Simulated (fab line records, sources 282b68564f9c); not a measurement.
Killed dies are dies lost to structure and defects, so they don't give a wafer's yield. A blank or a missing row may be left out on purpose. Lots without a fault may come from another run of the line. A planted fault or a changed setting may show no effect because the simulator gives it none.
A struck lot beside a sound one | flow rit_cmos | 30 steps out of a route of 202
Sound: wafers L418.1, L418.4, L418.6. Struck: wafers L427.2, L427.5, L427.6. The cause comes at the end.
At each step with rows: each side's tool, then ch and its chambers, then its first start. Under that, the readings that differ: sound wafers | struck wafers | difference of the means | sigmas: that difference in standard deviations of wafers without a fault.
alike: readings whose means differ by less than 2 such deviations, and words and numbers that are the same on both sides. not compared: withheld readings, readings that some wafer has no value for, bounds like >300 that may hide the same value, and numbers for which the record gives no deviation and whose values overlap.
The two part at a step that has a row with sigmas, a row that says differs or no value, or rows on one side only. Numbers that don't overlap but have no deviation are shown without sigmas and don't part them. A reading that every wafer of one side lacks parts them only if that side has two wafers or more.

RIT_FOX2_THK_MEAS_01:
  sound on film_metro-03, day 3 01:07; struck on film_metro-01, day 4 23:01
  alike: FOX2_OXIDE_THK
then, 2 steps without rows for these wafers: RIT_FOX2_CLEAN_02 (cleans in dHF, time 180 s); RIT_FOX2_WET_ETCH_03 (etches Si3N4 in H3PO4, target depth 195 nm, time 2700 s).
RIT_FOX2_THK_MEAS_90:
  sound on film_metro-01, day 3 02:00; struck on film_metro-04, day 4 23:53
  alike: FIELD_OXIDE_LEFT_1_THK
then, 6 steps without rows for these wafers: RIT_NWELL_HMDS_00 (prime time 60 s); RIT_NWELL_COAT_01 (resist thk 1300 nm); RIT_NWELL_SOFTBAKE_02 (time 60 s); RIT_NWELL_EXPOSE_03 (exposes mask M2, target cd 43900 nm); RIT_NWELL_PEB_04; RIT_NWELL_DEVELOP_05 (develop time 68 s).
RIT_NWELL_OVL_MEAS_06:
  sound on overlay-02, day 3 03:04; struck on overlay-01, day 5 00:50
  alike: NWELL_OVL
then, 1 step without rows for these wafers: RIT_NWELL_HARDBAKE_07 (time 120 s).
RIT_NWELL_IMPLANT_08:
  sound on implanter-03 ch 0, day 3 03:21; struck on implanter-02 ch 0, day 5 01:16
  reading                          | sound                         | struck                        | difference | sigmas
  dose_ions_cm2                    | 4.995e+13 4.993e+13 5.001e+13 | 5.191e+13 5.185e+13 5.189e+13 | +1.920e+12 | +35
  end_station_pressure_torr (Torr) | 5.41e-06 5.49e-06 5.67e-06    | 5.25e-06 5.3e-06 4.68e-06     | -4.47e-07  | -2
  alike: tilt_deg
RIT_NWELL_STRIP_09: strips in O2, time 180 s.
  sound on plasma_asher-04 ch 0,1, day 3 03:30; struck on plasma_asher-04 ch 0,1, day 5 01:23
  alike: drypump_motor_current_A
  not compared: rf_hours_counter_h
RIT_NWELL_TW_MEAS_10:
  sound on film_metro-01, day 3 03:40; struck on film_metro-04, day 5 01:35
  alike: NWELL_TW
then, 6 steps without rows for these wafers: RIT_PWELL_HMDS_00 (prime time 60 s); RIT_PWELL_COAT_01 (resist thk 1300 nm); RIT_PWELL_SOFTBAKE_02 (time 60 s); RIT_PWELL_EXPOSE_03 (exposes mask M3, target cd 43700 nm); RIT_PWELL_PEB_04; RIT_PWELL_DEVELOP_05 (develop time 68 s).
RIT_PWELL_OVL_MEAS_06:
  sound on overlay-02, day 3 04:44; struck on overlay-02, day 5 02:38
  alike: PWELL_OVL
then, 2 steps without rows for these wafers: RIT_PWELL_HARDBAKE_07 (time 120 s); RIT_PWELL_IMPLANT_08.
RIT_PWELL_STRIP_09: strips in O2, time 180 s.
  sound on plasma_asher-02 ch 0,1, day 3 05:10; struck on plasma_asher-03 ch 0,1, day 5 03:04
  alike: drypump_motor_current_A
  not compared: rf_hours_counter_h
RIT_PWELL_TW_MEAS_10:
  sound on film_metro-04, day 3 05:21; struck on film_metro-01, day 5 03:15
  alike: PWELL_TW
then, 1 step without rows for these wafers: RIT_WELLDRIVE_ANNEAL_00 (time 14700 s).
RIT_WELLDRIVE_RS_MEAS_01: measures by four-point-probe.
  sound on film_metro-02, day 3 10:29; struck on film_metro-01, day 5 08:41
  reading           | sound             | struck            | difference | sigmas
  NWELL_RS (ohm/sq) | 274.6 274.5 274.3 | 271.0 269.9 270.8 | -3.9       | -5
  not compared: hold
RIT_WELLDRIVE_RS_MEAS_02: measures by four-point-probe.
  sound on film_metro-02, day 3 10:37; struck on film_metro-01, day 5 12:58
  reading | sound | struck                                                                     | difference                   | sigmas
  hold    | - - - | await_dispo/4.2h/release await_dispo/4.2h/release await_dispo/4.2h/release | no value on the sound wafers |
  alike: PWELL_RS
RIT_M1_PROBE_99:
  the record has rows for the sound wafers here (prober-02, day 4 14:58) and none for the struck ones

WHERE THEY PART
First at RIT_NWELL_IMPLANT_08; last, within this record, at RIT_M1_PROBE_99.

WHY: what the simulator had put in
Process parameter drift: implanter-02, from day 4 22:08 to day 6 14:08, at RIT_NWELL_IMPLANT_08. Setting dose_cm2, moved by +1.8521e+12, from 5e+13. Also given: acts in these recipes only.
